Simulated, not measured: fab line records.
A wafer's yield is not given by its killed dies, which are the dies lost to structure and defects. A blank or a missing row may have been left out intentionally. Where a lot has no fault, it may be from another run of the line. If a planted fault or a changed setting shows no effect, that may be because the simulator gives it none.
fab line records    flow ritCmos
record: lots: 15  wafers: 45  lastDay: 7
route steps=202 shown ACTIVE@1 FOX2@27 NLDD@109 M1@202
lots untouched by any fault: they come from a run of this same line in which no faults occurred
startH: the number of hours between the record's first day and the start of the first shown wafer of the lot    waitH: hours from the lot's prior step to this one    " the same as in the row above    L1.1+2: several wafers, shown together as one row    - value missing, or start not given    * or withheld: withheld    < > ~ a bound
route shown NAME@n: NAME is a module with steps in the file, n the number in the route of the first one    usual: mean/standard deviation taken from wafers without a fault    same: alike in all rows    chamber/n: place in a boat    sites: the reading at each site    _std_site: their standard deviation    _edge_site: outer sites' mean less inner sites'    radiusMm: how far each site lies from the wafer's centre    mask NAME#n: copy n    behind: the last tool/chamber to shape the wafer    hold: why the lot went on hold/how many hours it stayed there/how the hold came to an end    device: the n, p or np transistor that did not switch    end of line: the route-end tests of the same wafers    step lacking rows: just its recipe    killed: the dies lost at the first sort to structure and to defects; this is not the yield of the wafer    map: shows each die of a wafer: x if killed, . if not, _ if none is there
set.NAME: the setting as run; set.NAME@STEP: as run at that earlier step    model.NAME: the simulator's own value behind a step, which no gauge read
route steps across a sampled set of lots; one table per step, one row per wafer
services: when a tool's chamber went out of use (startH, in hours from the record's first day, below 0 if earlier), for how many hours, and the reason
== steps ==
step: RIT_ACTIVE_BOW_MEAS_00
recipe: mode: bow
usual: INCOMING_BOW: 0/6
lot.wafer  tool          chamber  startH  waitH  INCOMING_BOW[um]
L525.1     filmMetro-03  -        10.00   -      5
L525.2     "             -        "       "      0
L525.4     "             -        "       "      1
L526.1     filmMetro-01  -        15.00   -      -7
L526.4     "             -        "       "      14
L526.6     "             -        "       "      13
L527.2     filmMetro-04  -        20.02   -      6
L527.3     "             -        "       "      1
L527.5     "             -        "       "      3
L528.1     filmMetro-01  -        25.00   -      -8
L528.3     "             -        "       "      15
L528.6     "             -        "       "      5
L529.2     filmMetro-04  -        30.02   -      12
L529.5     "             -        "       "      -2
L529.6     "             -        "       "      9
L530.1     filmMetro-04  -        35.00   -      13
L530.2     "             -        "       "      -7
L530.4     "             -        "       "      -5
L531.4     filmMetro-03  -        40.06   -      5
L531.5     "             -        "       "      7
L531.6     "             -        "       "      5
L532.4     filmMetro-03  -        45.06   -      -6
L532.5     "             -        "       "      -2
L532.6     "             -        "       "      -5
L534.2     filmMetro-03  -        55.02   -      -5
L534.5     "             -        "       "      11
L534.6     "             -        "       "      -1
L537.2     filmMetro-03  -        70.02   -      -5
L537.3     "             -        "       "      -2
L537.4     "             -        "       "      9
L541.3     filmMetro-01  -        90.04   -      -4
L541.5     "             -        "       "      -4
L541.6     "             -        "       "      -12
L543.2     filmMetro-04  -        100.02  -      2
L543.5     "             -        "       "      -4
L543.6     "             -        "       "      7
L545.1     filmMetro-04  -        110.00  -      6
L545.3     "             -        "       "      4
L545.4     "             -        "       "      -4
L546.3     filmMetro-03  -        115.04  -      -4
L546.4     "             -        "       "      -6
L546.6     "             -        "       "      -1
L547.4     filmMetro-04  -        120.06  -      -1
L547.5     "             -        "       "      7
L547.6     "             -        "       "      3
step: RIT_ACTIVE_OXIDATION_01
recipe: tempC: 1000  ambient: O2  targetThkA: 468  oxTimeS: 3360
lot.wafer   tool        chamber  startH  waitH
L525.1+2+4  furnace-03  0        11.18   1.2
L526.1+4+6  furnace-01  0        15.98   1.0
L527.2+3+5  furnace-01  0        20.19   0.1
L528.1+3+6  furnace-03  0        26.56   1.5
L529.2+5+6  furnace-03  0        31.13   1.1
L530.1+2+4  furnace-01  0        36.28   1.3
L531.4+5+6  furnace-01  0        41.02   0.9
L532.4+5+6  furnace-01  0        45.51   0.4
L534.2+5+6  furnace-01  0        55.70   0.7
L537.2+3+4  furnace-01  0        70.12   0.1
L541.3+5+6  furnace-03  0        90.12   0.1
L543.2+5+6  furnace-03  0        100.76  0.7
L545.1+3+4  furnace-03  0        110.12  0.1
L546.3+4+6  furnace-03  0        115.12  0.1
L547.4+5+6  furnace-03  0        120.12  0.0
step: RIT_ACTIVE_THK_MEAS_02
recipe: reads: SiO2_of_ACTIVE_OXIDATION_01
usual: ACTIVE_OXIDE_THK: 46.6/0.99
lot.wafer  tool          chamber  startH  waitH  ACTIVE_OXIDE_THK[nm]
L525.1     filmMetro-01  -        13.11   0.0    45.0
L525.2     "             -        "       "      44.9
L525.4     "             -        "       "      45.5
L526.1     filmMetro-01  -        17.91   0.0    47.9
L526.4     "             -        "       "      47.8
L526.6     "             -        "       "      47.3
L527.2     filmMetro-04  -        22.13   0.0    46.8
L527.3     "             -        "       "      46.7
L527.5     "             -        "       "      46.5
L528.1     filmMetro-01  -        28.49   0.0    45.2
L528.3     "             -        "       "      46.0
L528.6     "             -        "       "      46.1
L529.2     filmMetro-04  -        33.07   0.0    46.7
L529.5     "             -        "       "      47.0
L529.6     "             -        "       "      45.6
L530.1     filmMetro-01  -        38.22   0.0    47.6
L530.2     "             -        "       "      47.8
L530.4     "             -        "       "      47.3
L531.4     filmMetro-04  -        42.99   0.0    45.8
L531.5     "             -        "       "      45.5
L531.6     "             -        "       "      45.8
L532.4     filmMetro-04  -        47.47   0.0    35.1
L532.5     "             -        "       "      34.7
L532.6     "             -        "       "      34.7
L534.2     filmMetro-04  -        57.64   0.0    36.0
L534.5     "             -        "       "      36.5
L534.6     "             -        "       "      36.3
L537.2     filmMetro-03  -        72.06   0.0    36.1
L537.3     "             -        "       "      35.8
L537.4     "             -        "       "      35.9
L541.3     filmMetro-04  -        92.07   0.0    47.1
L541.5     "             -        "       "      46.5
L541.6     "             -        "       "      47.6
L543.2     filmMetro-04  -        102.70  0.0    45.8
L543.5     "             -        "       "      46.0
L543.6     "             -        "       "      46.2
L545.1     filmMetro-03  -        112.05  0.0    46.7
L545.3     "             -        "       "      46.6
L545.4     "             -        "       "      46.6
L546.3     filmMetro-03  -        117.07  0.0    47.3
L546.4     "             -        "       "      47.2
L546.6     "             -        "       "      47.0
L547.4     filmMetro-01  -        122.08  0.0    47.4
L547.5     "             -        "       "      47.5
L547.6     "             -        "       "      47.6
step: RIT_FOX2_THK_MEAS_90
recipe: reads: SiO2_of_FOX2_OXIDATION_00
usual: FIELD_OXIDE_LEFT_1_THK: 323/7.1
lot.wafer  tool          chamber  startH  waitH  FIELD_OXIDE_LEFT_1_THK[nm]
L525.1     filmMetro-02  -        21.67   0.0    325
L525.2     "             -        "       "      318
L525.4     "             -        "       "      326
L526.1     filmMetro-02  -        27.44   0.0    321
L526.4     "             -        "       "      319
L526.6     "             -        "       "      321
L527.2     filmMetro-02  -        33.04   0.0    327
L527.3     "             -        "       "      327
L527.5     "             -        "       "      331
L528.1     filmMetro-01  -        36.09   0.0    337
L528.3     "             -        "       "      331
L528.6     "             -        "       "      329
L529.2     filmMetro-03  -        41.91   0.0    328
L529.5     "             -        "       "      331
L529.6     "             -        "       "      331
L530.1     filmMetro-02  -        47.10   0.0    330
L530.2     "             -        "       "      327
L530.4     "             -        "       "      328
L531.4     filmMetro-01  -        51.52   0.0    319
L531.5     "             -        "       "      313
L531.6     "             -        "       "      310
L532.4     filmMetro-03  -        54.94   0.0    324
L532.5     "             -        "       "      325
L532.6     "             -        "       "      332
L534.2     filmMetro-01  -        65.27   0.0    322
L534.5     "             -        "       "      319
L534.6     "             -        "       "      316
L537.2     filmMetro-03  -        80.17   0.0    322
L537.3     "             -        "       "      331
L537.4     "             -        "       "      328
L541.3     filmMetro-03  -        101.66  0.0    306
L541.5     "             -        "       "      308
L541.6     "             -        "       "      310
L543.2     filmMetro-02  -        112.01  0.0    331
L543.5     "             -        "       "      326
L543.6     "             -        "       "      332
L545.1     filmMetro-03  -        120.69  0.0    325
L545.3     "             -        "       "      326
L545.4     "             -        "       "      326
L546.3     filmMetro-03  -        124.44  0.0    329
L546.4     "             -        "       "      327
L546.6     "             -        "       "      326
L547.4     filmMetro-02  -        130.17  0.0    332
L547.5     "             -        "       "      330
L547.6     "             -        "       "      334
step: RIT_NLDD_OVL_MEAS_06
usual: NLDD_OVL: 0.1/1.4
lot.wafer  tool        chamber  startH  waitH  NLDD_OVL[nm]
L525.1     overlay-01  -        46.54   -      0.4
L525.2     "           -        "       "      -0.2
L525.4     "           -        "       "      -1.3
L526.1     overlay-02  -        52.07   -      1.8
L526.4     "           -        "       "      2.8
L526.6     "           -        "       "      1.3
L527.2     overlay-02  -        55.92   -      0.2
L527.3     "           -        "       "      1.2
L527.5     "           -        "       "      -0.6
L528.1     overlay-01  -        58.34   -      -1.7
L528.3     "           -        "       "      -0.3
L528.6     "           -        "       "      -0.5
L529.2     overlay-01  -        66.07   -      0.2
L529.5     "           -        "       "      0.6
L529.6     "           -        "       "      0.9
L530.1     overlay-01  -        70.64   -      -1.2
L530.2     "           -        "       "      -0.9
L530.4     "           -        "       "      -3.1
L531.4     overlay-02  -        73.60   -      3.2
L531.5     "           -        "       "      0.2
L531.6     "           -        "       "      -0.1
L532.4     overlay-02  -        77.26   -      -1.4
L532.5     "           -        "       "      -0.8
L532.6     "           -        "       "      -0.6
L534.2     overlay-01  -        88.19   -      -1.3
L534.5     "           -        "       "      0.8
L534.6     "           -        "       "      -0.7
L537.2     overlay-01  -        107.04  -      1.7
L537.3     "           -        "       "      -0.3
L537.4     "           -        "       "      0.9
L541.3     overlay-02  -        125.65  -      1.6
L541.5     "           -        "       "      1.6
L541.6     "           -        "       "      0.3
L543.2     overlay-02  -        135.64  -      0.6
L543.5     "           -        "       "      1.6
L543.6     "           -        "       "      1.0
L545.1     overlay-02  -        146.57  -      -1.2
L545.3     "           -        "       "      0.2
L545.4     "           -        "       "      0.2
L546.3     overlay-02  -        148.15  -      -0.2
L546.4     "           -        "       "      -0.2
L546.6     "           -        "       "      -1.6
L547.4     overlay-02  -        154.74  -      0.0
L547.5     "           -        "       "      0.2
L547.6     "           -        "       "      0.0
step: RIT_M1_PROBE_99
usual: killedAtContacts: 0.1/0.24  killedAtFrontEnd: 7/3.2  killedDies: 7/3.2  killedOpen: 3.6/2.1  killedShort: 3.5/2
same: grossDies: 264  killed_at_M0_to_M3: 0  killed_at_M4_up: 0  killedAtBackSide: 0  killedAtOther: 0
lot.wafer  tool       chamber  startH  waitH  killedAtContacts  killedAtFrontEnd  killedDies  killedOpen  killedShort
L543.2     prober-02  -        152.47  0.1    0                 4                 4           1           3
L543.5     prober-02  -        152.62  0.2    0                 6                 6           3           3
L543.6     prober-02  -        152.67  0.2    0                 4                 4           2           2
killed by level:class
L543.2 REOX:geometricParticle:short=2 FOX1:geometricParticle:short=1 REOX:geometricParticle:open=1
L543.5 GATE:geometricParticle:open=2 FOX1:geometricParticle:short=1 FOX2:geometricParticle:open=1 GATE:geometricParticle:short=1 SPACER:geometricParticle:short=1
L543.6 SPACER:geometricParticle:open=2 GATE:geometricParticle:short=2
== services ==
tool        chamber  startH  hours  kind
furnace-01  -        -5.40   5.2    pm
furnace-01  -        22.12   3.6    pm
== key ==
firstSign: step: RIT_ACTIVE_THK_MEAS_02  reading: ACTIVE_OXIDE_THK  direction: down  sigmas: 11  usual: 46.6  struck: 35.7
effect none on later readings
metAt RIT_ACTIVE_OXIDATION_01
struckLots L532,L534,L537
testerLeftOut L532,L534,L537
notActingAt RIT_ACTIVE_BOW_MEAS_00,RIT_FOX2_THK_MEAS_90,RIT_NLDD_OVL_MEAS_06
onsetBetween 41.02 45.51
fault: kind: processParameterDrift  tool: furnace-01  chamber: -  onsetH: 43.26  steps: RIT_ACTIVE_OXIDATION_01  channel: oxTimeS  offset: *  shape: step  endH: 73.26  actsIn: *  stated: *
testerLeftOut: of these lots the tester's yield and bins aren't shown, on N5 and GAA mostly nor the transistor test; their killed dies are dies lost to structure and defects alone, not to doping, threshold or leakage, so they don't give the yield
